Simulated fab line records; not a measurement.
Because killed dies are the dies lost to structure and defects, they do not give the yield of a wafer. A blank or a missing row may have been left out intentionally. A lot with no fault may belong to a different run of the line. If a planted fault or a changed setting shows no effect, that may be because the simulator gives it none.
A struck lot beside a sound one / flow berkeleyCmos170 / 44 out of 331 route steps
Sound: wafers L688.1, L688.4, L688.5. The struck wafers were L697.3, L697.4, L697.5. The cause comes at the end.
Each step with rows lists, per side, the tool, then ch with its chambers, then its first start. Under that, the readings that differ: sound wafers / struck wafers / difference of the means / sigmas: that difference in standard deviations of wafers without a fault.
alike: a reading whose means differ by less than 2 such deviations, as well as words and numbers matching on both sides. not compared: withheld readings; readings where some wafer has no value; bounds like >300 that might hide an equal value; numbers whose values overlap and for which the record gives no deviation.
The two part at a step that has a row with sigmas, a row that says differs or no value, or rows on one side only. Numbers that have no deviation but don't overlap get no sigmas and don't part them. A reading that every wafer of one side lacks parts them only if that side has two wafers or more.

first, 3 steps without rows for these wafers: UCB170_NLDD_EXPOSE_03 (exposes mask NSELECT, target cd 1200 nm); UCB170_NLDD_PEB_04; UCB170_NLDD_DEVELOP_05 (develop time 45 s).
UCB170_NLDD_CD_MEAS_06 targets a cd of 1200 nm.
  struck on cdSem-01, day 8 06:56; sound on cdSem-02, day 5 14:16
reading=cdNm (nm); sound=1199.8 1199.8 1200.7; struck=1195.5 1196.6 1196.6; difference=-3.9; sigmas=-3
UCB170_NLDD_OVL_MEAS_07:
  struck on overlay-01, day 8 07:02; sound on overlay-01, day 5 14:23
  alike: NLDD_OVL
then, 2 steps without rows for these wafers: UCB170_NLDD_IMPLANT_08; UCB170_NLDD_IMPLANT_09.
UCB170_NLDD_STRIP_10: strips in O2.
  sound on plasmaAsher-04 ch 0, day 5 14:44; struck on plasmaAsher-03 ch 0,1, day 8 07:23
  alike: chamberPressureMTorr, drypumpMotorCurrentA, o2FlowSccm, oesProductAu, stripTimeToEndpointS
  not compared: rfHoursCounterH
UCB170_NLDD_TW_MEAS_11:
  struck on filmMetro-04, day 8 07:28; sound on filmMetro-01, day 5 14:50
  alike: NLDD_TW
then, 2 steps without rows for these wafers: UCB170_NLDD_CLEAN_12 (cleans in SPM, time 600 s); UCB170_SPACER_CVD_00 (deposits SiO2 from TEOS/O2, target thk 376 nm, time 47 s).
UCB170_SPACER_THK_MEAS_01:
  struck on filmMetro-04, day 8 07:45; sound on filmMetro-04, day 5 15:26
  alike: SPACER_TEOS_THK
UCB170_SPACER_ANNEAL_02: time 1800 s.
  sound on furnace-03 ch 0, day 5 15:52; struck on furnace-03 ch 0, day 8 09:46
reading=spikeTcCentreC (C); sound=902.6 900.1 903.7; struck=971.1 971.8 971.4; difference=+69.3; sigmas=+69
reading=spikeTcLoadC (C); sound=930.3 929.8 928.7; struck=1001.3 1000.8 1000.9; difference=+71.4; sigmas=+26
reading=spikeTcSourceC (C); sound=923 922 923; struck=991 991 991; difference=+68; sigmas=+21
reading=tubeCenterTempC (C); sound=899.88 899.94 899.86; struck=968.97 969.14 969.03; difference=+69.15; sigmas=+99 or more
reading=tube_center_temp_C_max; sound=902.0 902.3 902.6; struck=971.6 971.7 970.7; difference=+69.0; sigmas=+99 or more
reading=zonePowerLoadPct (%); sound=23.4 23.7 23.2; struck=28.2 27.8 28.7; difference=+4.8; sigmas=+9
UCB170_SPACER_ETCHBACK_03: etches SiO2 in CHF3/CF4/Ar, stops on Si, target depth 376 nm, time 100 s.
  sound on rieDiel-01 ch 0,1,2, day 5 17:22; struck on rieDiel-03 ch 1,2,3, day 8 11:16
  alike: chamberPressureMTorr, drypumpMotorCurrentA, oesProductAu, rfFwdPowerW, throttleValvePct
  not compared: rfHoursCounterH
then, 6 steps without rows for these wafers: UCB170_PSD_HMDS_00 (prime time 60 s); UCB170_PSD_COAT_01 (resist thk 900 nm); UCB170_PSD_SOFTBAKE_02 (time 60 s); UCB170_PSD_EXPOSE_03 (exposes mask PSELECT MOD, target cd 1200 nm); UCB170_PSD_PEB_04; UCB170_PSD_DEVELOP_05 (develop time 45 s).
UCB170_PSD_CD_MEAS_06 targets a cd of 1200 nm.
  struck on cdSem-02, day 8 12:13; sound on cdSem-02, day 5 18:37
  alike: cdNm
UCB170_PSD_OVL_MEAS_07:
  struck on overlay-02, day 8 12:18; sound on overlay-01, day 5 18:44
  alike: PSD_OVL
after that, 1 step had no rows for these wafers: UCB170_PSD_IMPLANT_08.
UCB170_PSD_STRIP_09: strips in O2.
  sound on plasmaAsher-02 ch 0,1, day 5 18:55; struck on plasmaAsher-01 ch 0,1, day 8 12:31
  alike: chamberPressureMTorr, drypumpMotorCurrentA, o2FlowSccm, oesProductAu, stripTimeToEndpointS
  not compared: rfHoursCounterH
UCB170_PSD_TW_MEAS_10:
  struck on filmMetro-02, day 8 12:36; sound on filmMetro-04, day 5 19:01
  alike: PSD_TW
then, 7 steps without rows for these wafers: UCB170_PSD_CLEAN_11 (cleans in SPM, time 600 s); UCB170_NSD_HMDS_00 (prime time 60 s); UCB170_NSD_COAT_01 (resist thk 900 nm); UCB170_NSD_SOFTBAKE_02 (time 60 s); UCB170_NSD_EXPOSE_03 (exposes mask NSELECT MOD, target cd 1200 nm); UCB170_NSD_PEB_04; UCB170_NSD_DEVELOP_05 (develop time 45 s).
UCB170_NSD_CD_MEAS_06 targets a cd of 1200 nm.
  struck on cdSem-01, day 8 13:49; sound on cdSem-01, day 5 20:23
  alike: cdNm
UCB170_NSD_OVL_MEAS_07:
  struck on overlay-02, day 8 13:55; sound on overlay-01, day 5 20:31
  alike: NSD_OVL
after that, 1 step had no rows for these wafers: UCB170_NSD_IMPLANT_08.
UCB170_NSD_STRIP_09: strips in O2.
  sound on plasmaAsher-04 ch 1, day 5 20:42; struck on plasmaAsher-04 ch 0,1, day 8 14:07
reading=o2FlowSccm (sccm); sound=401.1 403.2 402.5; struck=401.2 398.3 399.4; difference=-2.6; sigmas=-2
  alike: chamberPressureMTorr, drypumpMotorCurrentA, oesProductAu, stripTimeToEndpointS
  not compared: rfHoursCounterH
UCB170_NSD_TW_MEAS_10:
  struck on filmMetro-01, day 8 14:12; sound on filmMetro-04, day 5 20:48
  alike: NSD_TW
then, 4 steps without rows for these wafers: UCB170_NSD_CLEAN_11 (cleans in SPM, time 600 s); UCB170_BACKSIDE_HMDS_00 (prime time 60 s); UCB170_BACKSIDE_COAT_01 (resist thk 900 nm); UCB170_BACKSIDE_SOFTBAKE_02 (time 60 s).
UCB170_BACKSIDE_STRIP_03: strips in O2.
  sound on plasmaAsher-02 ch 0,1, day 5 21:47; struck on plasmaAsher-02 ch 0,1, day 8 15:07
  alike: chamberPressureMTorr, drypumpMotorCurrentA, o2FlowSccm, oesProductAu, stripTimeToEndpointS
  not compared: rfHoursCounterH
UCB170_SDANNEAL_RS_MEAS_04: measurement is done with a four-point probe.
  struck on filmMetro-04, day 8 16:15; sound on filmMetro-04, day 5 22:27
reading=PLDD_RS (ohm/sq); sound=1032 1038 1035; struck=866 869 867; difference=-168; sigmas=-52
  not compared: hold
UCB170_M3_PROBE_99:
  sound wafers here have rows in the record (prober-01, day 6 22:35); struck ones have none

## WHERE THEY PART
Last at UCB170_M3_PROBE_99 as far as this record goes, first at UCB170_NLDD_CD_MEAS_06.

WHY: the cause the simulator had injected
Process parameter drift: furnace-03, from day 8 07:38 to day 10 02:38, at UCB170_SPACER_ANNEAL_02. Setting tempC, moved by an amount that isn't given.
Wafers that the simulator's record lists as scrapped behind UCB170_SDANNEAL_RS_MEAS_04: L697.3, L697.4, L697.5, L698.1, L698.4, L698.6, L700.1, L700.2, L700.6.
